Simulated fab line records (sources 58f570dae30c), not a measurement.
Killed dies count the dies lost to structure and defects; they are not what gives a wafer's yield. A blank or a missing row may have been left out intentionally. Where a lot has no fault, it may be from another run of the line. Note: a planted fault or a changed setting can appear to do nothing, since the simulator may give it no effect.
fab line records	flow berkeley-cmos170
record: lots: 6	wafers: 18	last-day: 11
route steps=331 shown M2@282 V2@292
lots that met no fault: from a run of the same line without faults
start-h: start of the lot's first displayed wafer, in hours after the record's first day	wait-h: how many hours have passed since the lot's step before this one	" the same as in the row above	L1.1+2: a row that stands for several wafers	- no value, or no start given	* or withheld: withheld	< > ~ a bound
route shown NAME@n: a module of which the file shows steps, and the number in the route of the first	usual: mean and standard deviation over wafers with no fault	same: alike in all rows	chamber/n: place in a boat	sites: the reading at each site	_std_site: their standard deviation	_edge_site: inner sites' mean taken away from outer sites' mean	radius-mm: how far each site lies from the wafer's centre	mask NAME#n: copy n	behind: the tool/chamber that last shaped the wafer	hold: why the lot was held/for how many hours/how that ended	device: the transistor (n, p or np) that didn't switch	end of line: tests run on the same wafers once the route is complete	a step without rows: its recipe alone	killed: dies that structure and defects cost at the first sort, which is not the same as the wafer's yield	map: the dies of a wafer, with x for killed, . for not killed, _ for no die there
set.NAME: the setting the step ran with; set.NAME@STEP: the setting that earlier step ran with	model.NAME: the simulator's own value behind a step, which no gauge read
lots at some steps of the route; a table a step, a row a wafer
services: a tool's chamber out of use, with start hour (start-h, from the record's first day; less than 0 if before it), hours out, and reason
== steps ==
step: UCB170_M2_SOFTBAKE_11
recipe: resist: KrF	temp-c: 130	time-s: 60
step: UCB170_M2_EXPOSE_12
recipe: mask-id: METAL2	target-cd-nm: 700	na: 0.5	sigma-outer: 0.6	source-shape: conventional	dose-mj: 26
step: UCB170_M2_PEB_13
recipe: peb-temp-c: 130	peb-time-s: withheld	resist: KrF
step: UCB170_M2_DEVELOP_14
recipe: developer: TMAH	develop-time-s: 45	resist: KrF	dev-temp-c: 21
step: UCB170_M2_CD_MEAS_15
recipe: target-cd-nm: 700
usual: cd-nm: 700.4/1.5
lot.wafer	tool	chamber	start-h	wait-h	cd-nm
L330.2	cd-sem-02	-	156.91	-	700.4
L330.4	"	-	"	"	700.0
L330.5	"	-	"	"	701.6
L334.1	cd-sem-01	-	163.95	-	699.5
L334.2	"	-	"	"	700.0
L334.3	"	-	"	"	699.1
L341.2	cd-sem-01	-	206.82	-	699.9
L341.4	"	-	"	"	699.4
L341.6	"	-	"	"	701.1
L340.1	cd-sem-01	-	208.96	-	700.6
L340.2	"	-	"	"	700.3
L340.4	"	-	"	"	699.2
L345.1	cd-sem-02	-	238.12	-	700.8
L345.3	"	-	"	"	700.3
L345.5	"	-	"	"	699.3
L347.1	cd-sem-02	-	256.85	-	701.3
L347.5	"	-	"	"	701.7
L347.6	"	-	"	"	702.8
step: UCB170_M2_OVL_MEAS_16
usual: M2_OVL: 0/6.4
lot.wafer	tool	chamber	start-h	wait-h	M2_OVL[nm]
L330.2	overlay-02	-	157.01	0.1	1
L330.4	"	-	"	"	-9
L330.5	"	-	"	"	0
L334.1	overlay-01	-	164.07	0.1	4
L334.2	"	-	"	"	-6
L334.3	"	-	"	"	1
L341.2	overlay-02	-	206.93	0.1	-6
L341.4	"	-	"	"	-5
L341.6	"	-	"	"	0
L340.1	overlay-02	-	209.08	0.1	-5
L340.2	"	-	"	"	2
L340.4	"	-	"	"	3
L345.1	overlay-01	-	238.24	0.1	4
L345.3	"	-	"	"	6
L345.5	"	-	"	"	8
L347.1	overlay-01	-	256.97	0.1	2
L347.5	"	-	"	"	-1
L347.6	"	-	"	"	-5
step: UCB170_M2_ETCH_17
recipe: chemistry: N2/H2	target-depth-a: withheld	overetch-a: withheld	target: BARC	time-s: withheld	source-w: 500	bias-w: 100	pressure-mtorr: 30	n2-flow-sccm: 100	h2-flow-sccm: 200
usual: drypump-motor-current-A: 5.8/0.44	oes-product-au: 1.008/0.021	throttle-valve-pct: 13.31/0.16
lot.wafer	tool	chamber	start-h	wait-h	drypump-motor-current-A	oes-product-au	throttle-valve-pct
L330.2	rie-diel-02	2	157.04	0.0	5.1	0.986	13.33
L330.4	"	1	"	"	6.1	1.005	13.20
L330.5	"	1	"	"	6.1	1.005	13.22
L334.1	rie-diel-03	0	164.10	0.0	6.2	1.007	13.57
L334.2	"	3	"	"	5.8	1.039	13.21
L334.3	"	1	"	"	5.4	0.982	13.43
L341.2	rie-diel-01	0	206.96	0.0	5.9	1.031	13.25
L341.4	"	1	"	"	6.0	1.012	13.38
L341.6	"	2	"	"	6.1	1.000	13.14
L340.1	rie-diel-01	2	209.12	0.0	6.2	0.979	13.14
L340.2	"	1	"	"	6.0	1.018	13.41
L340.4	"	3	"	"	5.1	1.004	13.15
L345.1	rie-diel-02	2	238.28	0.0	5.1	0.994	13.33
L345.3	"	1	"	"	6.1	1.014	13.23
L345.5	"	3	"	"	5.6	1.040	13.28
L347.1	rie-diel-01	2	257.00	0.0	6.1	0.989	13.12
L347.5	"	0	"	"	5.9	1.038	13.24
L347.6	"	1	"	"	6.0	1.007	13.38
step: UCB170_M2_METAL_ETCH_18
recipe: chemistry: Cl2/BCl3	target: Al	stop-on: SiO2	pressure-mtorr: 12	target-depth-a: 11700	over-etch-frac: 0.3	time-s: 195	icp-w: 600	bias-w: 120	Cl2_flow_sccm: 90	bcl3-flow-sccm: 45
usual: drypump-motor-current-A: 5.8/0.48	oes-product-au: 0.851/0.016	throttle-valve-pct: 24.35/0.14
lot.wafer	tool	chamber	start-h	wait-h	drypump-motor-current-A	oes-product-au	rf-hours-counter-h	throttle-valve-pct
L330.2	rie-metal-02	0	157.09	-	6.6	0.826	10	24.60
L330.4	"	1	"	"	5.7	0.876	-	24.11
L330.5	"	1	"	"	5.7	0.871	-	24.13
L334.1	rie-metal-04	1	164.15	-	5.0	0.828	1	24.34
L334.2	"	0	"	"	6.0	0.841	5	24.36
L334.3	"	1	"	"	5.0	0.832	-	24.36
L341.2	rie-metal-04	0	207.00	-	6.0	0.837	5	24.35
L341.4	"	0	"	"	6.0	0.851	-	24.36
L341.6	"	0	"	"	6.0	0.840	-	24.35
L340.1	rie-metal-02	1	209.16	-	5.7	0.873	7	24.10
L340.2	"	0	"	"	6.6	0.836	12	24.59
L340.4	"	1	"	"	5.7	0.866	-	24.11
L345.1	rie-metal-03	1	238.32	-	5.6	0.861	1	24.30
L345.3	"	0	"	"	5.8	0.843	-	24.38
L345.5	"	0	"	"	5.8	0.850	-	24.39
L347.1	rie-metal-02	1	257.04	-	5.6	0.878	8	24.12
L347.5	"	1	"	"	5.6	0.885	-	24.12
L347.6	"	0	"	"	6.6	0.828	-	24.58
step: UCB170_M2_STRIP_19
recipe: chemistry: O2	power-w: 400	pressure-mtorr: 3500	platen-temp-c: withheld	o2-flow-sccm: 400	overash-fraction: 0.5
usual: drypump-motor-current-A: 5.5/0.6	o2-flow-sccm: 400.0/1.2	oes-product-au: 0.553/0.014
lot.wafer	tool	chamber	start-h	wait-h	drypump-motor-current-A	o2-flow-sccm	oes-product-au	rf-hours-counter-h
L330.2	plasma-asher-04	0	157.27	0.1	4.8	401.4	0.557	48
L330.4	"	0	"	"	4.8	397.6	0.569	-
L330.5	"	0	"	"	4.8	399.4	0.568	-
L334.1	plasma-asher-04	0	164.33	0.1	4.7	401.6	0.539	48
L334.2	"	1	"	"	6.0	399.4	0.521	48
L334.3	"	1	"	"	6.0	400.5	0.556	-
L341.2	plasma-asher-03	1	207.19	0.1	5.0	400.5	0.528	36
L341.4	"	1	"	"	5.0	399.3	0.530	-
L341.6	"	1	"	"	5.0	397.5	0.533	-
L340.1	plasma-asher-01	0	209.35	0.1	5.1	403.5	0.560	54
L340.2	"	1	"	"	5.5	399.3	0.570	54
L340.4	"	1	"	"	5.5	401.3	0.565	-
L345.1	plasma-asher-01	0	238.50	0.1	5.1	398.7	0.573	57
L345.3	"	0	"	"	5.1	400.2	0.544	-
L345.5	"	1	"	"	5.5	401.5	0.537	-
L347.1	plasma-asher-01	0	257.23	0.1	5.1	400.8	0.559	59
L347.5	"	1	"	"	5.5	400.3	0.572	-
L347.6	"	0	"	"	5.1	401.6	0.558	-
step: UCB170_M2_CD_MEAS_90
recipe: target-cd-nm: 700
usual: cd-nm: 702/3.5
lot.wafer	tool	chamber	start-h	wait-h	cd-nm
L330.2	cd-sem-01	-	157.39	0.1	697
L330.4	"	-	"	"	704
L330.5	"	-	"	"	707
L334.1	cd-sem-02	-	164.43	0.1	698
L334.2	"	-	"	"	695
L334.3	"	-	"	"	698
L341.2	cd-sem-01	-	207.31	0.1	702
L341.4	"	-	"	"	702
L341.6	"	-	"	"	703
L340.1	cd-sem-02	-	209.45	0.1	708
L340.2	"	-	"	"	702
L340.4	"	-	"	"	706
L345.1	cd-sem-01	-	238.60	0.1	701
L345.3	"	-	"	"	703
L345.5	"	-	"	"	699
L347.1	cd-sem-01	-	257.33	0.1	708
L347.5	"	-	"	"	707
L347.6	"	-	"	"	703
step: UCB170_V2_CVD_00
recipe: material: SiO2	target-thk-nm: 2000	temp-c: 390	precursor: TEOS/O2	time-s: 250	rf-w: 550	pressure-mtorr: 9000
usual: heater-power-w: 231/63
lot.wafer	tool	chamber	start-h	wait-h	heater-power-w
L330.2	pecvd-03	0	157.49	0.1	236
L330.4	"	2	"	"	150
L330.5	"	0	"	"	216
L334.1	pecvd-03	1	164.55	0.1	283
L334.2	"	0	"	"	168
L334.3	"	2	"	"	214
L341.2	pecvd-04	1	207.41	0.1	223
L341.4	"	1	"	"	157
L341.6	"	2	"	"	228
L340.1	pecvd-04	0	209.57	0.1	220
L340.2	"	1	"	"	206
L340.4	"	1	"	"	158
L345.1	pecvd-03	0	238.72	0.1	194
L345.3	"	1	"	"	287
L345.5	"	1	"	"	205
L347.1	pecvd-03	1	257.45	0.1	227
L347.5	"	1	"	"	311
L347.6	"	0	"	"	170
step: UCB170_V2_THK_MEAS_01
recipe: reads: SiO2_of_V2_CVD_00
usual: V2_TEOS_THK: 1987/27
lot.wafer	tool	chamber	start-h	wait-h	V2_TEOS_THK[nm]
L330.2	film-metro-04	-	157.74	0.2	1943
L330.4	"	-	"	"	2003
L330.5	"	-	"	"	1966
L334.1	film-metro-03	-	164.71	0.1	1946
L334.2	"	-	"	"	1945
L334.3	"	-	"	"	1980
L341.2	film-metro-03	-	207.57	0.1	1988
L341.4	"	-	"	"	2028
L341.6	"	-	"	"	2010
L340.1	film-metro-03	-	209.72	0.1	1967
L340.2	"	-	"	"	2024
L340.4	"	-	"	"	2024
L345.1	film-metro-03	-	238.88	0.1	1966
L345.3	"	-	"	"	1953
L345.5	"	-	"	"	1979
L347.1	film-metro-04	-	257.61	0.1	1948
L347.5	"	-	"	"	2003
L347.6	"	-	"	"	2009
step: UCB170_V2_CMP_02
recipe: material: SiO2	down-force-psi: 6	platen-rpm: 60	pad-velocity-m-s: 0.75398
usual: motor-current-A: 17.0/1.8
lot.wafer	tool	chamber	start-h	wait-h	motor-current-A	model.SiO2_of_V2_CVD_00.thk-nm
L330.2	cmp-01	3	157.84	0.1	14.9	999.5
L330.4	"	1	"	"	19.2	999.2
L330.5	"	3	"	"	15.5	1000
L334.1	cmp-01	3	164.77	0.1	15.5	1001
L334.2	"	0	"	"	18.8	1002
L334.3	"	2	"	"	15.4	1001
L341.4	cmp-01	0	207.67	0.1	18.1	1362
L341.2	"	1	"	"	19.9	999.7
L341.6	"	0	"	"	17.5	1353
L340.1	cmp-01	0	209.78	0.1	18.6	1338
L340.4	"	2	"	"	15.0	1001
L340.2	"	3	"	"	16.4	999.7
L345.1	cmp-02	3	238.94	0.1	18.9	998.8
L345.3	"	0	"	"	18.9	1001
L345.5	"	0	"	"	20.3	1000
L347.1	cmp-02	2	257.77	0.1	17.0	1002
L347.5	"	0	"	"	19.6	1002
L347.6	"	1	"	"	14.5	999.8
step: UCB170_V2_BOW_MEAS_03
recipe: mode: bow
usual: V2_BOW: 37/6.8
lot.wafer	tool	chamber	start-h	wait-h	V2_BOW[um]
L330.2	film-metro-03	-	158.11	0.2	37
L330.4	"	-	"	"	31
L330.5	"	-	"	"	37
L334.1	film-metro-04	-	165.07	0.2	33
L334.2	"	-	"	"	29
L334.3	"	-	"	"	28
L341.2	film-metro-02	-	207.94	0.2	46
L341.4	"	-	"	"	39
L341.6	"	-	"	"	54
L340.1	film-metro-04	-	210.08	0.2	41
L340.2	"	-	"	"	29
L340.4	"	-	"	"	37
L345.1	film-metro-03	-	239.24	0.2	37
L345.3	"	-	"	"	40
L345.5	"	-	"	"	32
L347.1	film-metro-03	-	257.97	0.1	31
L347.5	"	-	"	"	41
L347.6	"	-	"	"	40
step: UCB170_V2_THK_MEAS_04
recipe: reads: SiO2_of_V2_CVD_00
usual: V2_POLISHED_THK: 1000.3/1.2
lot.wafer	tool	chamber	start-h	wait-h	V2_POLISHED_THK[nm]
L330.2	film-metro-03	-	158.22	0.1	999.8
L330.4	"	-	"	"	999.1
L330.5	"	-	"	"	1000.5
L334.1	film-metro-04	-	165.19	0.1	1002.0
L334.2	"	-	"	"	1001.6
L334.3	"	-	"	"	1000.6
L341.2	film-metro-02	-	208.05	0.1	999.5
L341.4	"	-	"	"	1362.3
L341.6	"	-	"	"	1354.3
L340.1	film-metro-04	-	210.20	0.1	1338.7
L340.2	"	-	"	"	1000.5
L340.4	"	-	"	"	1000.4
L345.1	film-metro-03	-	239.36	0.1	999.0
L345.3	"	-	"	"	1001.5
L345.5	"	-	"	"	1000.1
L347.1	film-metro-03	-	258.09	0.1	1002.3
L347.5	"	-	"	"	1002.1
L347.6	"	-	"	"	999.1
step: UCB170_V2_CLEAN_05
recipe: chemistry: DIW
step: UCB170_V2_HMDS_06
recipe: prime-time-s: 60	prime-temp-c: 100
step: UCB170_V2_COAT_07
recipe: resist: KrF	spin-rpm: 1500	resist-thk-nm: 900
step: UCB170_V2_SOFTBAKE_08
recipe: resist: KrF	temp-c: 130	time-s: 60
step: UCB170_V2_EXPOSE_09
recipe: mask-id: VIA2	target-cd-nm: 700	na: 0.5	sigma-outer: 0.6	source-shape: conventional	dose-mj: 37
step: UCB170_V2_PEB_10
recipe: peb-temp-c: 130	peb-time-s: withheld	resist: KrF
step: UCB170_V2_DEVELOP_11
recipe: developer: TMAH	develop-time-s: 45	resist: KrF	dev-temp-c: 21
step: UCB170_V2_CD_MEAS_12
recipe: target-cd-nm: 700
usual: cd-nm: 700.2/1.3
lot.wafer	tool	chamber	start-h	wait-h	cd-nm
L330.2	cd-sem-01	-	159.43	-	700.4
L330.4	"	-	"	"	700.2
L330.5	"	-	"	"	700.3
L334.1	cd-sem-02	-	166.27	-	700.9
L334.2	"	-	"	"	699.5
L334.3	"	-	"	"	700.4
L341.2	cd-sem-01	-	209.51	-	700.3
L341.4	"	-	"	"	700.1
L341.6	"	-	"	"	699.9
L340.1	cd-sem-02	-	211.91	-	700.1
L340.2	"	-	"	"	700.2
L340.4	"	-	"	"	700.4
L345.1	cd-sem-02	-	240.99	-	698.6
L345.3	"	-	"	"	698.4
L345.5	"	-	"	"	697.3
L347.1	cd-sem-02	-	259.44	-	699.3
L347.5	"	-	"	"	698.8
L347.6	"	-	"	"	698.6
step: UCB170_V2_OVL_MEAS_13
usual: V2_OVL: -2/5.3
lot.wafer	tool	chamber	start-h	wait-h	V2_OVL[nm]
L330.2	overlay-02	-	159.53	0.1	-11
L330.4	"	-	"	"	-10
L330.5	"	-	"	"	-12
L334.1	overlay-02	-	166.39	0.1	-5
L334.2	"	-	"	"	-3
L334.3	"	-	"	"	-9
L341.2	overlay-02	-	209.62	0.1	-7
L341.4	"	-	"	"	-2
L341.6	"	-	"	"	-6
L340.1	overlay-01	-	212.03	0.1	6
L340.2	"	-	"	"	2
L340.4	"	-	"	"	7
L345.1	overlay-01	-	241.11	0.1	0
L345.3	"	-	"	"	3
L345.5	"	-	"	"	12
L347.1	overlay-02	-	259.56	0.1	5
L347.5	"	-	"	"	0
L347.6	"	-	"	"	6
step: UCB170_V2_ETCH_14
recipe: chemistry: CHF3/CF4/Ar	target: SiO2	stop-on: Al	CHF3_flow_sccm: 45	cf4-flow-sccm: 15	Ar_flow_sccm: 150	pressure-mtorr: 200	rf-w: 700	target-depth-a: 12500	over-etch-frac: 0.25	time-s: 291
usual: CHF3_flow_sccm: 44.99/0.15	drypump-motor-current-A: 5.9/0.42	oes-product-au: 0.875/0.014	throttle-valve-pct: 6.96/0.11
lot.wafer	tool	chamber	start-h	wait-h	CHF3_flow_sccm	drypump-motor-current-A	oes-product-au	rf-hours-counter-h	throttle-valve-pct	model.etch.depth-nm	model.V2.feature-depth-nm
L330.2	rie-diel-01	3	159.56	0.0	45.30	5.1	0.867	105	6.91	999.5	999.5
L330.4	"	2	"	"	44.81	6.1	0.878	154	6.83	999.2	999.2
L330.5	"	2	"	"	44.66	6.1	0.879	-	6.83	1000	1000
L334.1	rie-diel-04	2	166.42	0.0	44.99	5.9	0.873	80	6.79	1001	1001
L334.2	"	3	"	"	45.03	5.6	0.893	21	7.11	1002	1002
L334.3	"	1	"	"	45.16	6.2	0.900	119	7.10	1001	1001
L341.2	rie-diel-04	3	209.65	0.0	44.59	5.6	0.889	23	7.11	999.7	1000
L341.4	"	1	"	"	45.13	6.2	1.038	-	7.11	1262	1262
L341.6	"	3	"	"	44.93	5.6	1.046	-	7.12	1310	1310
L340.1	rie-diel-01	0	212.06	0.0	44.89	6.0	1.018	44	6.92	1282	1282
L340.2	"	1	"	"	44.85	5.9	0.867	82	7.05	999.7	999.8
L340.4	"	3	"	"	44.99	5.2	0.859	108	6.90	1001	1001
L345.1	rie-diel-01	2	241.14	0.0	44.83	6.2	0.863	2	6.85	998.8	998.8
L345.3	"	0	"	"	45.17	6.0	0.879	45	6.92	1001	1002
L345.5	"	0	"	"	45.08	6.0	0.879	-	6.90	1000	1001
L347.1	rie-diel-04	1	259.59	0.0	45.13	6.2	0.904	123	7.10	1002	1002
L347.5	"	0	"	"	45.25	5.5	0.872	-	6.91	1002	1002
L347.6	"	1	"	"	44.98	6.2	0.901	-	7.11	999.8	999.9
step: UCB170_V2_STRIP_15
recipe: chemistry: O2	power-w: 400	pressure-mtorr: 3500	platen-temp-c: withheld	o2-flow-sccm: 400	overash-fraction: 0.5
usual: drypump-motor-current-A: 5.5/0.55	o2-flow-sccm: 400.1/1.1	oes-product-au: 0.722/0.0041	strip-time-to-endpoint-s: 15.27/0.12
lot.wafer	tool	chamber	start-h	wait-h	drypump-motor-current-A	o2-flow-sccm	oes-product-au	rf-hours-counter-h	strip-time-to-endpoint-s
L330.2	plasma-asher-04	0	159.74	0.1	4.7	401.7	0.722	48	15.39
L330.4	"	0	"	"	4.8	399.2	0.722	-	15.20
L330.5	"	1	"	"	6.0	400.3	0.714	-	15.20
L334.1	plasma-asher-04	1	166.60	0.1	6.0	401.2	0.715	49	15.36
L334.2	"	0	"	"	4.7	401.0	0.724	49	15.05
L334.3	"	0	"	"	4.7	401.3	0.726	-	15.36
L341.2	plasma-asher-01	0	209.83	0.1	5.1	399.2	0.720	54	15.02
L341.4	"	1	"	"	5.5	400.3	0.730	-	15.34
L341.6	"	1	"	"	5.5	400.3	0.723	-	15.01
L340.1	plasma-asher-01	0	212.24	0.1	5.1	399.5	0.724	55	15.08
L340.2	"	1	"	"	5.5	400.0	0.729	55	15.36
L340.4	"	0	"	"	5.1	400.5	0.719	-	15.24
L345.1	plasma-asher-01	0	241.32	0.1	5.1	403.1	0.712	57	15.40
L345.3	"	0	"	"	5.1	401.2	0.722	-	15.18
L345.5	"	1	"	"	5.5	402.6	0.729	-	15.18
L347.1	plasma-asher-04	0	259.77	0.1	4.7	399.2	0.724	58	15.29
L347.5	"	0	"	"	4.8	400.0	0.723	-	15.26
L347.6	"	1	"	"	6.0	399.3	0.726	-	15.28
== services ==
tool	chamber	start-h	hours	kind
rie-metal-04	-	138.29	15.6	pm
rie-metal-03	-	139.06	8.0	repair
pecvd-03	1	142.13	21.0	repair
plasma-asher-04	-	150.88	0.5	repair
rie-diel-01	2	165.25	-	clean
rie-diel-01	2	165.25	21.1	scheduled-down
rie-diel-01	2	165.25	21.1	vent-cycle
rie-diel-02	0	167.86	4.2	repair
rie-diel-02	2	185.89	5.7	repair
pecvd-03	-	188.65	0.8	pm
rie-diel-04	-	188.90	2.1	repair
rie-metal-03	-	193.38	0.6	repair
rie-diel-02	-	200.88	0.9	repair
cmp-02	-	201.03	1.3	repair
rie-diel-04	2	205.60	7.1	repair
cmp-02	-	216.01	7.0	pm
cmp-01	-	218.66	0.5	repair
cmp-01	-	232.00	4.0	pm
cmp-01	-	236.00	-	consumable-replace:conditioner
cmp-01	-	236.00	-	consumable-replace:pad
cmp-01	-	236.00	4.4	pm
pecvd-03	-	242.50	14.0	pm
pecvd-03	0	242.50	14.0	vent-cycle
pecvd-03	1	242.50	14.0	vent-cycle
== key ==
first-sign: step: UCB170_V2_THK_MEAS_04	reading: V2_POLISHED_THK	direction: up	sigmas: 99+	usual: 1000.3	struck: 1351.8
effect: step: UCB170_V2_ETCH_14	reading: oes-product-au	direction: up	sigmas: 11	usual: 0.875	struck: 1.034
model-effect: step: UCB170_V2_CMP_02	value: SiO2_of_V2_CVD_00.thk-nm	without: 1001	struck: 1351
model-effect: step: UCB170_V2_ETCH_14	value: etch.depth-nm	without: 1001	struck: 1285
met-at UCB170_V2_CMP_02
struck-wafers L340.1,L341.4,L341.6
later-rows-left-out L340.1,L341.4,L341.6
sort-left-out L340.1,L341.4,L341.6
onset-between 164.77 207.67
fault: kind: process-parameter-drift	tool: cmp-01	chamber: 0	onset-h: 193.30	steps: UCB170_V2_CMP_02	channel: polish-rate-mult	offset: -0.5	shape: step	end-h: 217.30
sort-left-out: the simulated sort isn't trusted on such a fault, so these wafers' sort isn't shown, and their yield isn't known
later-rows-left-out: the simulator's readings of these wafers behind a module that went badly wrong aren't trusted and aren't shown, but for the sort
